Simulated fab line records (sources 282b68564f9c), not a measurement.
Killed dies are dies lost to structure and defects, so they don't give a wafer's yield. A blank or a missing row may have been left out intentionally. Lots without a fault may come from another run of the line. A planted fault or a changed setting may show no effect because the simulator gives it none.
fab line records	flow rit-cmos
record: lots: 12	wafers: 36	last-day: 8
route steps=202 shown FOX2@80 PLDD@124 CONTACT@179 M1@184
lots that met no fault: from a run of the same line without faults
start-h: the number of hours between the record's first day and the start of the first shown wafer of the lot	wait-h: time in hours since the lot's previous step	" as in the row above	L1.1+2: one row covering several wafers at once	- no value present, or no start provided	* or withheld: withheld	< > ~ a bound
route shown NAME@n: a module of which the file shows steps, and the number in the route of the first	usual: average and standard deviation across the fault-free wafers	same: alike in all rows	chamber/n: place in a boat	sites: each site's reading	_std_site: how widely they spread, as a standard deviation	_edge_site: outer sites' mean less inner sites'	radius-mm: for every site, how far away it sits from the centre of the wafer	mask NAME#n: copy n	behind: the most recent tool/chamber to have shaped the wafer	hold: what put the lot on hold/how long, in hours/how the hold closed	device: the n, p or np transistor that did not switch	end of line: tests of these same wafers at the route's end	a step given without rows: its recipe and nothing more	killed: at the first sort, the dies lost to defects and structure; wafer yield is something else	map: the dies of a wafer, with x for killed, . for not killed, _ for no die there
set.NAME: the setting the step ran with; set.NAME@STEP: the setting that earlier step ran with	model.NAME: the simulator's own value behind a step, which no gauge read
a sample of lots followed through the steps of the route, with each step as a table and each wafer as a row
services: a tool's chamber out of use, with start hour (start-h, from the record's first day; less than 0 if before it), hours out, and reason
== steps ==
step: RIT_FOX2_THK_MEAS_91
recipe: reads: SiO2_of_FOX2_OXIDATION_00
usual: FIELD_OXIDE_LEFT_2_THK: 256/7.9
lot.wafer	tool	chamber	start-h	wait-h	FIELD_OXIDE_LEFT_2_THK[nm]
L401.2	film-metro-02	-	38.31	0.0	254
L401.4	"	-	"	"	264
L401.6	"	-	"	"	259
L402.4	film-metro-02	-	43.19	0.0	259
L402.5	"	-	"	"	252
L402.6	"	-	"	"	252
L404.1	film-metro-01	-	53.74	0.0	255
L404.3	"	-	"	"	255
L404.6	"	-	"	"	260
L405.4	film-metro-02	-	60.85	0.0	258
L405.5	"	-	"	"	264
L405.6	"	-	"	"	255
L407.1	film-metro-02	-	70.76	0.0	261
L407.3	"	-	"	"	262
L407.4	"	-	"	"	270
L409.3	film-metro-01	-	80.98	0.0	248
L409.4	"	-	"	"	256
L409.6	"	-	"	"	250
L413.1	film-metro-02	-	101.47	0.0	254
L413.3	"	-	"	"	250
L413.6	"	-	"	"	252
L415.1	film-metro-01	-	110.03	0.0	250
L415.2	"	-	"	"	250
L415.4	"	-	"	"	252
L417.1	film-metro-01	-	118.85	0.0	269
L417.3	"	-	"	"	267
L417.4	"	-	"	"	264
L418.1	film-metro-02	-	125.36	0.0	269
L418.2	"	-	"	"	276
L418.4	"	-	"	"	272
L420.3	film-metro-02	-	138.81	0.0	254
L420.5	"	-	"	"	252
L420.6	"	-	"	"	251
L423.1	film-metro-03	-	150.71	0.0	246
L423.2	"	-	"	"	244
L423.3	"	-	"	"	243
step: RIT_PLDD_TW_MEAS_10
usual: PLDD_TW: 2355/16
lot.wafer	tool	chamber	start-h	wait-h	PLDD_TW
L401.2	film-metro-01	-	50.45	0.1	2350
L401.4	"	-	"	"	2363
L401.6	"	-	"	"	2347
L402.4	film-metro-04	-	58.34	0.1	2382
L402.5	"	-	"	"	2369
L402.6	"	-	"	"	2380
L404.1	film-metro-04	-	67.64	0.1	2381
L404.3	"	-	"	"	2371
L404.6	"	-	"	"	2382
L405.4	film-metro-04	-	73.30	0.1	2355
L405.5	"	-	"	"	2345
L405.6	"	-	"	"	2367
L407.1	film-metro-01	-	84.48	0.1	2349
L407.3	"	-	"	"	2358
L407.4	"	-	"	"	2338
L409.3	film-metro-01	-	94.96	0.1	2342
L409.4	"	-	"	"	2349
L409.6	"	-	"	"	2350
L413.1	film-metro-03	-	113.45	0.1	2337
L413.3	"	-	"	"	2330
L413.6	"	-	"	"	2341
L415.1	film-metro-04	-	126.89	0.1	2378
L415.2	"	-	"	"	2383
L415.4	"	-	"	"	2373
L417.1	film-metro-01	-	132.38	0.1	2347
L417.3	"	-	"	"	2342
L417.4	"	-	"	"	2351
L418.1	film-metro-04	-	138.89	0.1	2384
L418.2	"	-	"	"	2365
L418.4	"	-	"	"	2362
L420.3	film-metro-03	-	149.66	0.1	2339
L420.5	"	-	"	"	2341
L420.6	"	-	"	"	2341
L423.1	film-metro-01	-	174.06	0.1	2338
L423.2	"	-	"	"	2324
L423.3	"	-	"	"	2359
step: RIT_CONTACT_ETCH_11
recipe: target-depth-a: 4800	over-etch-frac: 0.2	stop-on: TiSi2	chemistry: CHF3/CF4/Ar	target: SiO2	CHF3_flow_sccm: 50	cf4-flow-sccm: 10	Ar_flow_sccm: 100	O2_flow_sccm: 5	pressure-mtorr: 100	rf-w: 200	time-s: 320
usual: drypump-motor-current-A: 5.9/0.63	oes-product-au: 0.992/0.015	throttle-valve-pct: 8.76/0.097
lot.wafer	tool	chamber	start-h	wait-h	drypump-motor-current-A	oes-product-au	rf-hours-counter-h	throttle-valve-pct
L401.2	rie-diel-02	1	60.14	0.1	6.7	1.010	32	8.82
L401.4	"	2	"	"	6.7	1.014	5	8.66
L401.6	"	3	"	"	4.8	0.976	-	8.64
L402.4	rie-diel-01	0	66.76	0.1	6.0	0.969	163	8.61
L402.5	"	0	"	"	6.0	0.964	-	8.60
L402.6	"	3	"	"	6.5	0.999	-	8.82
L404.1	rie-diel-03	0	76.13	0.1	5.8	1.001	68	8.98
L404.3	"	3	"	"	5.9	0.971	26	8.62
L404.6	"	3	"	"	5.9	0.984	-	8.62
L405.4	rie-diel-01	0	81.75	0.1	6.0	0.968	164	8.63
L405.5	"	3	"	"	6.5	1.001	-	8.84
L405.6	"	2	"	"	4.6	0.959	-	8.71
L407.1	rie-diel-03	3	94.17	0.1	5.9	0.972	27	8.62
L407.3	"	2	"	"	6.0	1.003	45	8.79
L407.4	"	1	"	"	5.9	1.002	-	8.85
L409.3	rie-diel-01	1	103.94	0.1	5.9	0.986	41	8.78
L409.4	"	3	"	"	6.5	0.998	-	8.84
L409.6	"	1	"	"	6.0	0.989	-	8.76
L413.1	rie-diel-03	2	124.87	0.1	6.0	1.004	46	8.79
L413.3	"	1	"	"	5.9	1.004	1	8.86
L413.6	"	1	"	"	5.8	1.004	-	8.86
L415.1	rie-diel-02	2	135.23	0.1	6.7	1.007	7	8.66
L415.2	"	3	"	"	4.8	0.986	1	8.65
L415.4	"	0	"	"	6.1	0.992	7	8.82
L417.1	rie-diel-01	0	140.79	0.1	6.0	1.002	1	8.60
L417.3	"	3	"	"	6.5	1.007	148	8.85
L417.4	"	1	"	"	5.9	0.976	41	8.79
L418.1	rie-diel-02	2	147.48	0.1	6.7	1.012	7	8.67
L418.2	"	1	"	"	6.7	1.005	34	8.80
L418.4	"	0	"	"	6.1	0.983	7	8.81
L420.3	rie-diel-01	2	158.10	0.1	4.6	0.964	17	8.72
L420.5	"	1	"	"	5.9	0.992	-	8.76
L420.6	"	0	"	"	6.0	1.007	-	8.60
L423.1	rie-diel-03	1	182.28	0.1	5.9	0.998	2	8.84
L423.2	"	0	"	"	5.8	1.001	70	8.96
L423.3	"	3	"	"	5.9	0.977	29	8.62
step: RIT_M1_SPUTTER_00
recipe: material: Al	target-thk-nm: 400	power-w: 2000	chamber-pressure-pa: 0.4	gas: Ar	time-s: 500	substrate-temp-c: 25
usual: chamber-pressure-pa: 0.4000/0.00094	throttle-valve-pct: 30.5/0.96
lot.wafer	tool	chamber	start-h	wait-h	chamber-pressure-pa	throttle-valve-pct
L401.2	pvd-sputter-04	-	60.98	0.0	0.3989	30.8
L401.4	"	-	"	"	0.4002	29.5
L401.6	"	-	"	"	0.3991	30.7
L402.4	pvd-sputter-02	-	67.60	0.0	0.4009	31.9
L402.5	"	-	"	"	0.4017	30.9
L402.6	"	-	"	"	0.3990	29.2
L404.1	pvd-sputter-03	-	76.98	0.0	0.3990	28.7
L404.3	"	-	"	"	0.4000	29.9
L404.6	"	-	"	"	0.4008	29.9
L405.4	pvd-sputter-02	-	82.60	0.0	0.4006	32.2
L405.5	"	-	"	"	0.4003	29.5
L405.6	"	-	"	"	0.4002	31.9
L407.1	pvd-sputter-02	-	95.01	0.0	0.3997	30.8
L407.3	"	-	"	"	0.4000	29.1
L407.4	"	-	"	"	0.3994	31.8
L409.3	pvd-sputter-02	-	104.78	0.0	0.3996	31.0
L409.4	"	-	"	"	0.3990	29.1
L409.6	"	-	"	"	0.4023	31.8
L413.1	pvd-sputter-02	-	125.74	0.0	0.3982	30.9
L413.3	"	-	"	"	0.4014	31.3
L413.6	"	-	"	"	0.3998	31.1
L415.1	pvd-sputter-02	-	136.07	0.0	0.3995	30.9
L415.2	"	-	"	"	0.4004	31.0
L415.4	"	-	"	"	0.3993	29.0
L417.1	pvd-sputter-02	-	141.63	0.0	0.3987	29.2
L417.3	"	-	"	"	0.4009	31.1
L417.4	"	-	"	"	0.4005	31.2
L418.1	pvd-sputter-04	-	148.32	0.0	0.3999	30.8
L418.2	"	-	"	"	0.3995	29.6
L418.4	"	-	"	"	0.4012	30.9
L420.3	pvd-sputter-03	-	158.97	0.0	0.4000	28.6
L420.5	"	-	"	"	0.3983	29.9
L420.6	"	-	"	"	0.4012	31.0
L423.1	pvd-sputter-04	-	183.12	0.0	0.3986	29.5
L423.2	"	-	"	"	0.4010	30.7
L423.3	"	-	"	"	0.3991	29.7
step: RIT_M1_RS_MEAS_01
recipe: thk-meas-gauge: four-point-probe	reads: Al_of_M1_SPUTTER_00
usual: M1_AL_RS: 0.0729/0.00084
lot.wafer	tool	chamber	start-h	wait-h	M1_AL_RS[ohm/sq]
L401.2	film-metro-01	-	61.29	0.2	0.0723
L401.4	"	-	"	"	0.0735
L401.6	"	-	"	"	0.0717
L402.4	film-metro-01	-	67.95	0.2	0.0726
L402.5	"	-	"	"	0.0734
L402.6	"	-	"	"	0.0734
L404.1	film-metro-03	-	77.28	0.1	0.0719
L404.3	"	-	"	"	0.0718
L404.6	"	-	"	"	0.0718
L405.4	film-metro-04	-	82.96	0.2	0.0725
L405.5	"	-	"	"	0.0729
L405.6	"	-	"	"	0.0724
L407.1	film-metro-01	-	95.31	0.1	0.0743
L407.3	"	-	"	"	0.0748
L407.4	"	-	"	"	0.0741
L409.3	film-metro-03	-	105.12	0.2	0.0738
L409.4	"	-	"	"	0.0748
L409.6	"	-	"	"	0.0746
L413.1	film-metro-04	-	126.03	0.1	0.0723
L413.3	"	-	"	"	0.0730
L413.6	"	-	"	"	0.0724
L415.1	film-metro-03	-	136.36	0.1	0.0728
L415.2	"	-	"	"	0.0404
L415.4	"	-	"	"	0.0741
L417.1	film-metro-04	-	141.92	0.1	0.0738
L417.3	"	-	"	"	0.0732
L417.4	"	-	"	"	0.0403
L418.1	film-metro-01	-	148.61	0.1	0.0736
L418.2	"	-	"	"	0.0736
L418.4	"	-	"	"	0.0731
L420.3	film-metro-01	-	159.30	0.2	0.0721
L420.5	"	-	"	"	0.0726
L420.6	"	-	"	"	0.0721
L423.1	film-metro-03	-	183.42	0.1	0.0739
L423.2	"	-	"	"	0.0728
L423.3	"	-	"	"	0.0735
step: RIT_M1_THK_MEAS_02
recipe: thk-meas-gauge: xrf	reads: Al_of_M1_SPUTTER_00
usual: M1_AL_THK: 399/5.9
lot.wafer	tool	chamber	start-h	wait-h	M1_AL_THK[nm]
L401.2	film-metro-01	-	61.40	0.1	398
L401.4	"	-	"	"	390
L401.6	"	-	"	"	402
L402.4	film-metro-01	-	68.04	0.1	397
L402.5	"	-	"	"	394
L402.6	"	-	"	"	391
L404.1	film-metro-03	-	77.40	0.1	406
L404.3	"	-	"	"	406
L404.6	"	-	"	"	408
L405.4	film-metro-04	-	83.05	0.1	404
L405.5	"	-	"	"	402
L405.6	"	-	"	"	405
L407.1	film-metro-01	-	95.43	0.1	389
L407.3	"	-	"	"	384
L407.4	"	-	"	"	387
L409.3	film-metro-03	-	105.22	0.1	394
L409.4	"	-	"	"	391
L409.6	"	-	"	"	392
L413.1	film-metro-04	-	126.15	0.1	405
L413.3	"	-	"	"	404
L413.6	"	-	"	"	409
L415.1	film-metro-03	-	136.48	0.1	399
L415.2	"	-	"	"	716
L415.4	"	-	"	"	394
L417.1	film-metro-04	-	142.04	0.1	399
L417.3	"	-	"	"	403
L417.4	"	-	"	"	722
L418.1	film-metro-01	-	148.73	0.1	394
L418.2	"	-	"	"	394
L418.4	"	-	"	"	396
L420.3	film-metro-01	-	159.40	0.1	402
L420.5	"	-	"	"	397
L420.6	"	-	"	"	401
L423.1	film-metro-03	-	183.54	0.1	395
L423.2	"	-	"	"	399
L423.3	"	-	"	"	397
step: RIT_M1_METAL_ETCH_12
recipe: stop-on: SiO2	chemistry: Cl2/BCl3	target: Al	time-s: 165	over-etch-frac: 0.5	pressure-mtorr: 100	target-depth-a: 6000	rf-w: 250	Cl2_flow_sccm: 60	bcl3-flow-sccm: 50
usual: bcl3-flow-sccm: 50.01/0.18	drypump-motor-current-A: 5.8/0.49	oes-product-au: 0.779/0.012	throttle-valve-pct: 8.31/0.1
lot.wafer	tool	chamber	start-h	wait-h	bcl3-flow-sccm	drypump-motor-current-A	oes-product-au	rf-hours-counter-h	throttle-valve-pct
L401.2	rie-metal-04	0	62.74	0.2	49.93	6.1	0.791	34	8.45
L401.4	"	1	"	"	50.28	6.5	0.782	-	8.21
L401.6	"	1	"	"	50.25	6.5	0.788	-	8.21
L402.4	rie-metal-02	1	69.41	0.1	50.18	5.7	0.777	-	8.18
L402.5	"	0	"	"	50.17	5.8	0.772	-	8.42
L402.6	"	1	"	"	50.17	5.7	0.780	-	8.16
L404.1	rie-metal-04	1	78.99	0.2	49.75	6.5	0.784	38	8.22
L404.3	"	1	"	"	49.97	6.5	0.780	-	8.22
L404.6	"	1	"	"	50.06	6.5	0.779	-	8.21
L405.4	rie-metal-02	1	84.42	0.1	50.17	5.7	0.790	-	8.16
L405.5	"	1	"	"	50.27	5.8	0.784	-	8.16
L405.6	"	0	"	"	49.56	5.8	0.771	-	8.42
L407.1	rie-metal-04	1	96.90	0.2	50.28	6.5	0.767	38	8.23
L407.3	"	1	"	"	50.29	6.5	0.775	-	8.21
L407.4	"	0	"	"	49.85	6.2	0.773	-	8.45
L409.3	rie-metal-01	0	106.98	0.2	50.03	6.0	0.764	-	8.31
L409.4	"	1	"	"	49.97	4.9	0.776	-	8.28
L409.6	"	1	"	"	49.77	4.9	0.773	-	8.27
L413.1	rie-metal-04	1	127.68	0.2	50.00	6.5	0.777	38	8.22
L413.3	"	0	"	"	50.12	6.1	0.786	-	8.45
L413.6	"	0	"	"	49.68	6.2	0.792	-	8.45
L415.1	rie-metal-01	1	138.23	0.2	50.13	4.9	0.785	5	8.28
L415.2	"	0	"	"	49.82	6.0	0.993	5	8.27
L415.4	"	0	"	"	50.17	6.0	0.758	-	8.30
L417.1	rie-metal-01	1	143.48	0.2	50.01	4.9	0.784	5	8.29
L417.3	"	0	"	"	49.81	5.9	0.768	-	8.30
L417.4	"	1	"	"	49.83	5.0	1.010	-	8.25
L418.1	rie-metal-02	0	150.21	0.2	49.74	5.8	0.762	2	8.43
L418.2	"	1	"	"	49.98	5.8	0.771	2	8.17
L418.4	"	1	"	"	49.87	5.7	0.787	-	8.19
L420.3	rie-metal-04	0	160.78	0.2	50.06	6.1	0.785	-	8.45
L420.5	"	1	"	"	49.77	6.5	0.780	-	8.20
L420.6	"	0	"	"	50.07	6.1	0.783	-	8.46
L423.1	rie-metal-04	1	185.15	0.2	50.20	6.5	0.776	0	8.21
L423.2	"	0	"	"	49.95	6.1	0.775	0	8.47
L423.3	"	1	"	"	50.11	6.5	0.780	-	8.21
step: RIT_M1_PROBE_99
usual: defect-limited-yield: 97.5/1.1	killed_at_M0_to_M3: 0/0	killed-at-contacts: 0.1/0.23	killed-at-front-end: 7/3	killed-dies: 7/3	killed-on-rim: 1.8/1.5	killed-open: 3.3/1.8	killed-short: 3.3/2.2	sort_bin_3_pad_short: 0.1/0.23	sort_bin_5_function: 1.5/0.83	sort_bin_6_memory: 0.9/0.6	sort-n-pass: 257/3	sort-yield-pct: 97.5/1.1
same: gross-dies: 264	killed_at_M4_up: 0	killed-at-back-side: 0	killed-at-other: 0
lot.wafer	tool	chamber	start-h	wait-h	defect-limited-yield[%]	killed_at_M0_to_M3	killed-at-contacts	killed-at-front-end	killed-dies	killed-on-rim	killed-open	killed-short	sort_bin_3_pad_short[%]	sort_bin_5_function[%]	sort_bin_6_memory[%]	sort-n-pass	sort-yield-pct[%]
L401.2	prober-02	-	65.25	0.1	98.9	0	0	3	3	2	3	0	0	1.1	0	261	98.9
L401.4	prober-02	-	65.35	0.2	98.5	0	0	4	4	2	3	1	0	0.8	0.8	260	98.5
L401.6	prober-02	-	65.45	0.2	97.7	0	0	6	6	1	3	3	0	2.3	0	258	97.7
L402.4	prober-01	-	71.76	0.2	97.3	0	0	7	7	1	5	2	0	1.5	1.1	257	97.3
L402.5	prober-01	-	71.81	0.2	97.0	0	0	8	8	3	5	3	0	1.9	1.1	256	97.0
L402.6	prober-01	-	71.86	0.2	98.9	0	0	3	3	1	2	1	0	0	1.1	261	98.9
L404.1	prober-01	-	81.25	0.1	98.9	0	0	3	3	0	1	2	0.4	0.4	0.4	261	98.9
L404.3	prober-01	-	81.35	0.2	98.1	0	0	5	5	1	2	3	0	1.9	0	259	98.1
L404.6	prober-01	-	81.50	0.2	98.1	0	0	5	5	0	1	4	0.4	0.8	0.8	259	98.1
L405.4	prober-02	-	86.77	0.2	97.3	0	0	7	7	2	2	5	0	1.5	1.1	257	97.3
L405.5	prober-02	-	86.82	0.2	98.5	0	0	4	4	1	4	0	0	1.1	0.4	260	98.5
L405.6	prober-02	-	86.87	0.2	96.6	0	0	9	9	4	5	4	0	2.3	1.1	255	96.6
L407.1	prober-02	-	100.77	0.1	98.1	0	0	5	5	3	3	2	0	1.5	0.4	259	98.1
L407.3	prober-02	-	100.87	0.2	96.6	0	0	9	9	0	5	4	0	1.9	1.5	255	96.6
L407.4	prober-02	-	100.92	0.2	98.5	0	0	4	4	2	3	1	0	1.5	0	260	98.5
L409.3	prober-01	-	109.28	0.2	97.0	0	0	8	8	0	6	2	0	1.9	1.1	256	97.0
L409.4	prober-01	-	109.33	0.2	96.6	0	0	9	9	3	4	5	0	1.9	1.5	255	96.6
L409.6	prober-01	-	109.43	0.2	97.0	0	0	8	8	0	4	4	0	2.7	0.4	256	97.0
L413.1	prober-01	-	129.93	0.1	97.3	0	0	7	7	1	1	6	0.8	1.1	0.8	257	97.3
L413.3	prober-01	-	130.03	0.2	97.3	0	0	7	7	2	5	2	0	1.5	1.1	257	97.3
L413.6	prober-01	-	130.18	0.2	96.2	0	0	10	10	1	2	8	0	2.3	1.5	254	96.2
L415.1	prober-01	-	140.48	0.1	98.5	0	0	4	4	3	2	2	0	0	1.5	260	98.5
L415.2	prober-01	-	140.53	0.1	0	259	0	5	264	70	3	2	0.8	98.9	0.4	0	0
L415.4	prober-01	-	140.63	0.2	98.5	0	0	4	4	2	1	3	0	1.1	0.4	260	98.5
L417.1	prober-01	-	145.74	0.1	95.8	0	0	11	11	2	6	5	0	2.3	1.9	253	95.8
L417.3	prober-01	-	145.84	0.2	97.0	0	1	7	8	3	4	4	0	1.9	1.1	256	97.0
L417.4	prober-01	-	145.89	0.2	0	261	0	3	264	70	1	2	0	100.0	0	0	0
L418.1	prober-02	-	152.46	0.1	97.0	0	0	8	8	3	2	6	0.8	1.9	0.4	256	97.0
L418.2	prober-02	-	152.51	0.1	98.1	0	0	5	5	1	4	1	0	0.4	1.5	259	98.1
L418.4	prober-02	-	152.61	0.2	97.0	0	0	8	8	2	4	4	0	1.9	1.1	256	97.0
L420.3	prober-02	-	163.10	0.2	97.0	0	0	8	8	2	4	4	0	2.3	0.8	256	97.0
L420.5	prober-02	-	163.20	0.2	95.5	0	0	12	12	3	4	8	0.8	2.3	1.5	252	95.5
L420.6	prober-02	-	163.25	0.2	97.3	0	0	7	7	2	4	3	0	1.9	0.8	257	97.3
L423.1	prober-02	-	187.40	0.1	98.9	0	0	3	3	1	2	1	0	0.8	0.4	261	98.9
L423.2	prober-02	-	187.45	0.1	95.1	0	0	13	13	4	6	7	0.4	3.8	0.8	251	95.1
L423.3	prober-02	-	187.50	0.2	98.1	0	0	5	5	1	3	2	0	1.9	0	259	98.1
killed by level:class
L401.2 GATE:geometric-particle:open=2 FOX1:geometric-particle:open=1
L401.4 GATE:geometric-particle:open=2 GATE:geometric-particle:short=1 REOX:geometric-particle:open=1
L401.6 GATE:geometric-particle:short=1 GATE:geometric-particle:open=1 REOX:geometric-particle:short=1 REOX:geometric-particle:open=1 SPACER:geometric-particle:open=1 SILICIDE:geometric-particle:short=1
L402.4 REOX:geometric-particle:open=3 GATE:geometric-particle:short=1 GATE:geometric-particle:open=1 SPACER:geometric-particle:short=1 SILICIDE:geometric-particle:open=1
L402.5 GATE:geometric-particle:short=2 FOX2:geometric-particle:open=1 GATE:geometric-particle:open=1 REOX:geometric-particle:open=1 SPACER:geometric-particle:open=1 SPACER:geometric-particle:short=1 SILICIDE:geometric-particle:open=1
L402.6 FOX2:geometric-particle:short=1 GATE:geometric-particle:open=1 SPACER:geometric-particle:open=1
L404.1 GATE:geometric-particle:open=1 GATE:geometric-particle:short=1 REOX:geometric-particle:short=1
L404.3 FOX1:geometric-particle:short=2 REOX:geometric-particle:open=1 SPACER:geometric-particle:open=1 SPACER:geometric-particle:short=1
L404.6 FOX1:geometric-particle:short=2 FOX2:geometric-particle:short=1 GATE:geometric-particle:open=1 SILICIDE:geometric-particle:short=1
L405.4 SILICIDE:geometric-particle:short=2 FOX1:geometric-particle:short=1 FOX2:geometric-particle:open=1 GATE:geometric-particle:short=1 FOX2:geometric-particle:short=1 SILICIDE:geometric-particle:open=1
L405.5 GATE:geometric-particle:open=2 FOX2:geometric-particle:open=1 SILICIDE:geometric-particle:open=1
L405.6 FOX1:geometric-particle:open=2 FOX1:geometric-particle:short=1 FOX2:geometric-particle:short=1 GATE:geometric-particle:short=1 GATE:geometric-particle:open=1 REOX:geometric-particle:open=1 SPACER:geometric-particle:open=1 SILICIDE:geometric-particle:short=1
L407.1 FOX1:geometric-particle:short=2 GATE:geometric-particle:open=2 REOX:geometric-particle:open=1
L407.3 GATE:geometric-particle:open=3 FOX1:geometric-particle:open=2 FOX2:geometric-particle:short=2 GATE:geometric-particle:short=1 SPACER:geometric-particle:short=1
L407.4 GATE:geometric-particle:open=2 SPACER:geometric-particle:short=1 SPACER:geometric-particle:open=1
L409.3 SPACER:geometric-particle:open=2 SILICIDE:geometric-particle:open=2 FOX1:geometric-particle:open=1 GATE:geometric-particle:open=1 GATE:geometric-particle:short=1 REOX:geometric-particle:short=1
L409.4 REOX:geometric-particle:open=2 SPACER:geometric-particle:short=2 FOX1:geometric-particle:short=1 FOX1:geometric-particle:open=1 GATE:geometric-particle:short=1 GATE:geometric-particle:open=1 SILICIDE:geometric-particle:short=1
L409.6 GATE:geometric-particle:open=2 GATE:geometric-particle:short=2 FOX1:geometric-particle:short=1 FOX1:geometric-particle:open=1 REOX:geometric-particle:open=1 SPACER:geometric-particle:short=1
L413.1 GATE:geometric-particle:short=4 FOX1:geometric-particle:short=1 REOX:geometric-particle:open=1 REOX:geometric-particle:short=1
L413.3 GATE:geometric-particle:open=2 FOX1:geometric-particle:open=1 FOX2:geometric-particle:short=1 GATE:geometric-particle:short=1 SPACER:geometric-particle:open=1 SILICIDE:geometric-particle:open=1
L413.6 GATE:geometric-particle:short=6 GATE:geometric-particle:open=2 FOX1:geometric-particle:short=1 SPACER:geometric-particle:short=1
L415.1 GATE:geometric-particle:short=2 FOX1:geometric-particle:open=1 SILICIDE:geometric-particle:open=1
L415.2 M1:area-etch=259 FOX1:geometric-particle:short=1 FOX1:geometric-particle:open=1 GATE:geometric-particle:short=1 REOX:geometric-particle:open=1 SILICIDE:geometric-particle:open=1
L415.4 FOX1:geometric-particle:short=1 GATE:geometric-particle:short=1 GATE:geometric-particle:open=1 SILICIDE:geometric-particle:short=1
L417.1 GATE:geometric-particle:open=4 SILICIDE:geometric-particle:short=2 FOX1:geometric-particle:open=1 FOX1:geometric-particle:short=1 FOX2:geometric-particle:open=1 GATE:geometric-particle:short=1 REOX:geometric-particle:short=1
L417.3 FOX1:geometric-particle:open=3 FOX1:geometric-particle:short=2 FOX2:geometric-particle:short=1 FOX2:geometric-particle:open=1 CONTACT:geometric-particle:short=1
L417.4 M1:area-etch=261 FOX1:geometric-particle:short=1 GATE:geometric-particle:short=1 GATE:geometric-particle:open=1
L418.1 SPACER:geometric-particle:short=4 SPACER:geometric-particle:open=2 REOX:geometric-particle:short=1 SILICIDE:geometric-particle:short=1
L418.2 GATE:geometric-particle:open=2 ACTIVE:geometric-particle:open=1 FOX1:geometric-particle:open=1 SILICIDE:geometric-particle:short=1
L418.4 SILICIDE:geometric-particle:short=3 SPACER:geometric-particle:open=2 REOX:geometric-particle:open=1 REOX:geometric-particle:short=1 SILICIDE:geometric-particle:open=1
L420.3 REOX:geometric-particle:short=2 FOX1:geometric-particle:open=1 FOX2:geometric-particle:short=1 FOX2:geometric-particle:open=1 GATE:geometric-particle:short=1 SPACER:geometric-particle:open=1 SILICIDE:geometric-particle:open=1
L420.5 GATE:geometric-particle:short=5 FOX1:geometric-particle:open=2 REOX:geometric-particle:short=2 REOX:geometric-particle:open=2 FOX1:geometric-particle:short=1
L420.6 SPACER:geometric-particle:open=2 FOX1:geometric-particle:open=1 FOX2:geometric-particle:short=1 SPACER:geometric-particle:short=1 SILICIDE:geometric-particle:short=1 SILICIDE:geometric-particle:open=1
L423.1 FOX2:geometric-particle:short=1 GATE:geometric-particle:open=1 SPACER:geometric-particle:open=1
L423.2 GATE:geometric-particle:open=4 GATE:geometric-particle:short=4 SPACER:geometric-particle:short=2 SPACER:geometric-particle:open=2 SILICIDE:geometric-particle:short=1
L423.3 FOX1:geometric-particle:open=1 FOX1:geometric-particle:short=1 GATE:geometric-particle:open=1 SPACER:geometric-particle:open=1 SPACER:geometric-particle:short=1
== services ==
tool	chamber	start-h	hours	kind
rie-diel-03	1	52.89	18.1	repair
rie-metal-02	-	82.77	1.4	pm
rie-diel-03	0	85.92	16.2	repair
rie-metal-02	-	87.37	15.6	pm
rie-diel-01	0	87.76	5.4	repair
rie-diel-01	0	93.16	-	clean
rie-diel-01	0	93.16	12.9	scheduled-down
rie-diel-01	0	93.16	12.9	vent-cycle
rie-metal-04	-	109.57	0.1	repair
rie-diel-02	0	119.41	8.8	repair
rie-metal-01	-	133.48	1.4	pm
rie-metal-04	-	136.12	20.0	pm
rie-metal-04	0	136.12	20.0	vent-cycle
rie-metal-04	1	136.12	20.0	vent-cycle
pvd-sputter-02	-	138.72	1.9	repair
pvd-sputter-04	-	151.10	10.1	repair
rie-metal-04	0	156.12	-	clean
rie-metal-04	1	156.12	-	clean
rie-diel-01	3	159.62	-	clean
rie-diel-01	3	159.62	24.0	scheduled-down
rie-diel-02	-	161.60	14.6	pm
rie-diel-03	2	170.21	1.3	repair
rie-diel-02	-	178.54	1.6	repair
rie-diel-03	0	184.36	1.4	repair
== key ==
first-sign: step: RIT_M1_RS_MEAS_01	reading: M1_AL_RS	direction: down	sigmas: 39	usual: 0.0729	struck: 0.0403
effect: step: RIT_M1_THK_MEAS_02	reading: M1_AL_THK	direction: up	sigmas: 54	usual: 399	struck: 719
effect: step: RIT_M1_METAL_ETCH_12	reading: oes-product-au	direction: up	sigmas: 19	usual: 0.779	struck: 1.002
effect: step: RIT_M1_PROBE_99	reading: killed_at_M0_to_M3	direction: up	sigmas: 99+	usual: 0	struck: 260
more-kills-born-at: RIT_M1_METAL_ETCH_12@rie-metal-01: 520
met-at RIT_M1_SPUTTER_00
struck-lots L415,L417
struck-wafers L415.2,L417.4
later-rows-left-out L415.2,L417.4
not-acting-at RIT_FOX2_THK_MEAS_91,RIT_PLDD_TW_MEAS_10,RIT_CONTACT_ETCH_11
onset-between 125.74 136.07
fault: kind: process-parameter-drift	tool: pvd-sputter-02	chamber: -	onset-h: 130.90	steps: RIT_M1_SPUTTER_00	channel: target-thk-nm	offset: 322.75	shape: step	end-h: 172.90	stated: 400	scope: struck-wafers-only
later-rows-left-out: the simulator's readings of these wafers behind a module that went badly wrong aren't trusted and aren't shown, but for the sort
